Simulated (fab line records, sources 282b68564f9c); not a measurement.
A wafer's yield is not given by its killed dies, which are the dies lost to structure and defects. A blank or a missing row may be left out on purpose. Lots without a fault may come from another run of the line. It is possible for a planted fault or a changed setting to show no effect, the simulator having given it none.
fab line records -- flow ritCmos
record lots=7, wafers=21, lastDay=7
route steps=202 shown NWELL@28 PWELL@39
lots that met no fault: taken from a fault-free run of the same line
startH: hours from the record's first day to the start of the lot's first wafer shown -- waitH: hours elapsed since this lot's preceding step -- " identical to the entry in the row above -- L1.1+2: a row that stands for several wafers -- - no value, or no start given -- * or withheld: withheld -- < > ~ a bound
route shown NAME@n: NAME is a module with steps in the file, n the number in the route of the first one -- usual: average and standard deviation across the fault-free wafers -- same: alike in all rows -- chamber/n: place in a boat -- sites: per-site readings -- _std_site: the values' standard deviation -- _edge_site: outer sites' mean less inner sites' -- radiusMm: for every site, how far away it sits from the centre of the wafer -- mask NAME#n: copy n -- behind: tool/chamber where the wafer was last shaped -- hold: cause of the lot's hold/its duration in hours/its outcome -- device: the n, p or np transistor that did not switch -- end of line: the same wafers' tests at the end of the route -- a step without rows: its recipe alone -- killed: count of dies lost to structure and defects at first sort (not the wafer's yield) -- map: shows each die of a wafer: x if killed, . if not, _ if none is there
set.NAME: the setting the step ran with; set.NAME@STEP: the setting that earlier step ran with -- model.NAME: the simulator's own value behind a step, which no gauge read
certain route steps with their lots: each step a table, each wafer a row
services: from which hour (startH, from the record's first day; less than 0 if before it) a tool's chamber was out of use, for how many hours, and why
## steps
# step RIT_NWELL_HMDS_00
# recipe primeTimeS=60, primeTempC=140
# step RIT_NWELL_COAT_01
# recipe resist=NOVOLAK, spinRpm=2000, resistThkNm=1300
# step RIT_NWELL_SOFTBAKE_02
# recipe resist=NOVOLAK, tempC=90, timeS=60
# step RIT_NWELL_EXPOSE_03
# recipe maskId=M2, na=0.57, targetCdNm=43900, doseMj=250
# step RIT_NWELL_PEB_04
# recipe resist=NOVOLAK, tempC=withheld, timeS=withheld
# step RIT_NWELL_DEVELOP_05
# recipe resist=NOVOLAK, developTimeS=68, devTempC=24.16
# step RIT_NWELL_OVL_MEAS_06
# usual NWELL_OVL=1.8/1.3
lot.wafer,tool,chamber,startH,waitH,NWELL_OVL[nm]
L722.2,overlay-01,-,31.00,-,3.4
L722.3,overlay-01,-,31.00,-,2.7
L722.6,overlay-01,-,31.00,-,1.4
L729.3,overlay-01,-,66.66,-,0.7
L729.4,overlay-01,-,66.66,-,1.2
L729.6,overlay-01,-,66.66,-,0.9
L732.1,overlay-01,-,80.98,-,1.1
L732.4,overlay-01,-,80.98,-,0.9
L732.5,overlay-01,-,80.98,-,1.2
L740.1,overlay-01,-,122.88,-,0.2
L740.2,overlay-01,-,122.88,-,2.4
L740.5,overlay-01,-,122.88,-,1.0
L741.1,overlay-02,-,127.21,-,2.4
L741.3,overlay-02,-,127.21,-,0.8
L741.4,overlay-02,-,127.21,-,2.3
L742.3,overlay-01,-,131.87,-,3.1
L742.4,overlay-01,-,131.87,-,1.1
L742.5,overlay-01,-,131.87,-,2.5
L743.1,overlay-02,-,137.62,-,3.1
L743.5,overlay-02,-,137.62,-,2.7
L743.6,overlay-02,-,137.62,-,2.5
# step RIT_NWELL_HARDBAKE_07
# recipe resist=NOVOLAK, tempC=140, timeS=120
# step RIT_NWELL_IMPLANT_08
# recipe species=P, energyKev=170, doseCm2=5e+13, tiltDeg=7
# step RIT_NWELL_STRIP_09
# recipe chemistry=O2, timeS=180, resist=NOVOLAK, platenTempC=withheld, powerW=500, pressureMtorr=4000, o2FlowSccm=4000
# usual drypumpMotorCurrentA=5.45/0.29, o2FlowSccm=4001/12
lot.wafer,tool,chamber,startH,waitH,drypumpMotorCurrentA,o2FlowSccm,rfHoursCounterH
L722.2,plasmaAsher-02,0,31.43,0.1,4.97,3977,41
L722.3,plasmaAsher-02,1,31.43,0.1,5.64,3997,-
L722.6,plasmaAsher-02,0,31.43,0.1,4.98,4017,-
L729.3,plasmaAsher-01,1,67.14,0.1,5.26,4011,-
L729.4,plasmaAsher-01,0,67.14,0.1,5.37,3988,-
L729.6,plasmaAsher-01,0,67.14,0.1,5.37,4005,-
L732.1,plasmaAsher-03,1,81.41,0.1,5.38,4004,43
L732.4,plasmaAsher-03,1,81.41,0.1,5.42,3991,-
L732.5,plasmaAsher-03,0,81.41,0.1,5.96,3999,-
L740.1,plasmaAsher-02,0,123.32,0.1,4.96,3999,51
L740.2,plasmaAsher-02,1,123.32,0.1,5.65,3992,51
L740.5,plasmaAsher-02,1,123.32,0.1,5.61,4003,-
L741.1,plasmaAsher-03,1,127.65,0.1,5.40,3992,49
L741.3,plasmaAsher-03,1,127.65,0.1,5.40,3994,-
L741.4,plasmaAsher-03,0,127.65,0.1,5.97,4005,-
L742.3,plasmaAsher-01,0,132.39,0.1,5.36,3981,-
L742.4,plasmaAsher-01,1,132.39,0.1,5.26,3997,-
L742.5,plasmaAsher-01,0,132.39,0.1,5.37,3998,-
L743.1,plasmaAsher-02,0,138.06,0.1,4.99,3988,52
L743.5,plasmaAsher-02,1,138.06,0.1,5.64,4005,-
L743.6,plasmaAsher-02,0,138.06,0.1,4.98,3990,-
# step RIT_NWELL_TW_MEAS_10
# usual NWELL_TW=2136/17
lot.wafer,tool,chamber,startH,waitH,NWELL_TW
L722.2,filmMetro-03,-,31.62,0.1,2171
L722.3,filmMetro-03,-,31.62,0.1,2175
L722.6,filmMetro-03,-,31.62,0.1,2162
L729.3,filmMetro-03,-,67.28,0.1,2129
L729.4,filmMetro-03,-,67.28,0.1,2123
L729.6,filmMetro-03,-,67.28,0.1,2135
L732.1,filmMetro-03,-,81.59,0.1,2136
L732.4,filmMetro-03,-,81.59,0.1,2129
L732.5,filmMetro-03,-,81.59,0.1,2128
L740.1,filmMetro-03,-,123.49,0.1,2135
L740.2,filmMetro-03,-,123.49,0.1,2140
L740.5,filmMetro-03,-,123.49,0.1,2119
L741.1,filmMetro-04,-,127.82,0.1,2132
L741.3,filmMetro-04,-,127.82,0.1,2129
L741.4,filmMetro-04,-,127.82,0.1,2131
L742.3,filmMetro-03,-,132.53,0.1,2151
L742.4,filmMetro-03,-,132.53,0.1,2136
L742.5,filmMetro-03,-,132.53,0.1,2126
L743.1,filmMetro-02,-,138.23,0.1,2121
L743.5,filmMetro-02,-,138.23,0.1,2120
L743.6,filmMetro-02,-,138.23,0.1,2120
# step RIT_PWELL_HMDS_00
# recipe primeTimeS=60, primeTempC=140
# step RIT_PWELL_COAT_01
# recipe resist=NOVOLAK, spinRpm=2000, resistThkNm=1300
# usual chillPlateTempC=22.99/0.1, dispensePressureKPa=48.4/1.6
lot.wafer,tool,chamber,startH,waitH,chillPlateTempC,dispensePressureKPa
L722.2,lithoTrack-03,0,31.84,0.1,23.12,50.0
L722.3,lithoTrack-03,0,31.84,0.1,23.14,50.0
L722.6,lithoTrack-03,0,31.84,0.1,22.99,50.0
L729.3,lithoTrack-04,0,67.52,0.1,22.93,48.1
L729.4,lithoTrack-04,0,67.52,0.1,22.99,48.0
L729.6,lithoTrack-04,0,67.52,0.1,22.91,48.1
L732.1,lithoTrack-01,0,81.80,0.1,22.87,44.9
L732.4,lithoTrack-01,0,81.80,0.1,22.91,44.9
L732.5,lithoTrack-01,0,81.80,0.1,22.98,44.9
L740.1,lithoTrack-03,-,123.70,0.1,-,-
L740.2,lithoTrack-03,-,123.70,0.1,-,-
L740.5,lithoTrack-03,-,123.70,0.1,-,-
L741.1,lithoTrack-03,-,128.03,0.1,-,-
L741.3,lithoTrack-03,-,128.03,0.1,-,-
L741.4,lithoTrack-03,-,128.03,0.1,-,-
L742.3,lithoTrack-04,-,132.77,0.1,-,-
L742.4,lithoTrack-04,-,132.77,0.1,-,-
L742.5,lithoTrack-04,-,132.77,0.1,-,-
L743.1,lithoTrack-04,0,138.44,0.1,23.00,48.1
L743.5,lithoTrack-04,0,138.44,0.1,23.01,48.1
L743.6,lithoTrack-04,0,138.44,0.1,23.01,48.1
# step RIT_PWELL_SOFTBAKE_02
# recipe resist=NOVOLAK, tempC=90, timeS=60
# step RIT_PWELL_EXPOSE_03
# recipe maskId=M3, na=0.57, targetCdNm=43700, doseMj=250
# step RIT_PWELL_PEB_04
# recipe resist=NOVOLAK, tempC=withheld, timeS=withheld
# step RIT_PWELL_DEVELOP_05
# recipe resist=NOVOLAK, developTimeS=68, devTempC=23
# step RIT_PWELL_OVL_MEAS_06
# usual PWELL_OVL=-0.6/1.3
lot.wafer,tool,chamber,startH,waitH,PWELL_OVL[nm]
L722.2,overlay-02,-,32.68,-,0.5
L722.3,overlay-02,-,32.68,-,0.8
L722.6,overlay-02,-,32.68,-,-0.2
L729.3,overlay-01,-,68.33,-,-0.2
L729.4,overlay-01,-,68.33,-,-0.3
L729.6,overlay-01,-,68.33,-,-0.4
L732.1,overlay-01,-,82.53,-,-0.6
L732.4,overlay-01,-,82.53,-,-1.8
L732.5,overlay-01,-,82.53,-,-0.4
L740.1,overlay-02,-,124.43,-,-
L740.2,overlay-02,-,124.43,-,-
L740.5,overlay-02,-,124.43,-,-
L741.1,overlay-02,-,128.89,-,-
L741.3,overlay-02,-,128.89,-,-
L741.4,overlay-02,-,128.89,-,-
L742.3,overlay-01,-,133.46,-,-
L742.4,overlay-01,-,133.46,-,-
L742.5,overlay-01,-,133.46,-,-
L743.1,overlay-01,-,139.17,-,-2.4
L743.5,overlay-01,-,139.17,-,-3.3
L743.6,overlay-01,-,139.17,-,-3.8
# step RIT_PWELL_HARDBAKE_07
# recipe resist=NOVOLAK, tempC=140, timeS=120
## services
tool,chamber,startH,hours,kind
plasmaAsher-01,-,77.77,2.8,pm
plasmaAsher-02,-,105.46,2.7,repair
plasmaAsher-01,-,108.75,9.0,pm
plasmaAsher-01,0,108.75,9.0,ventCycle
plasmaAsher-01,1,108.75,9.0,ventCycle
plasmaAsher-01,0,117.75,-,clean
plasmaAsher-01,1,117.75,-,clean
## key
firstSign step=RIT_PWELL_COAT_01, reading=toolRecord, direction=missing
effect step=RIT_PWELL_OVL_MEAS_06, reading=PWELL_OVL, direction=missing
metAt RIT_PWELL_COAT_01
struckWafers L740.1,L740.2,L740.5,L741.1,L741.3,L741.4,L742.3,L742.4,L742.5
sortLeftOut L740.1,L740.2,L740.5,L741.1,L741.3,L741.4,L742.3,L742.4,L742.5
testerLeftOut L740,L741,L742
onsetBetween 67.52 123.70
fault kind=skippedStepWhole, tool=lithoTrack-03,lithoTrack-04, chamber=-, onsetH=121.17, steps=RIT_PWELL_COAT_01, scope=struckLotsOnly
# testerLeftOut: of these lots the tester's yield and bins aren't shown, on N5 and GAA mostly nor the transistor test; their killed dies are dies lost to structure and defects alone, not to doping, threshold or leakage, so they don't give the yield
# sortLeftOut: the simulated sort isn't trusted on such a fault, so these wafers' sort isn't shown, and their yield isn't known
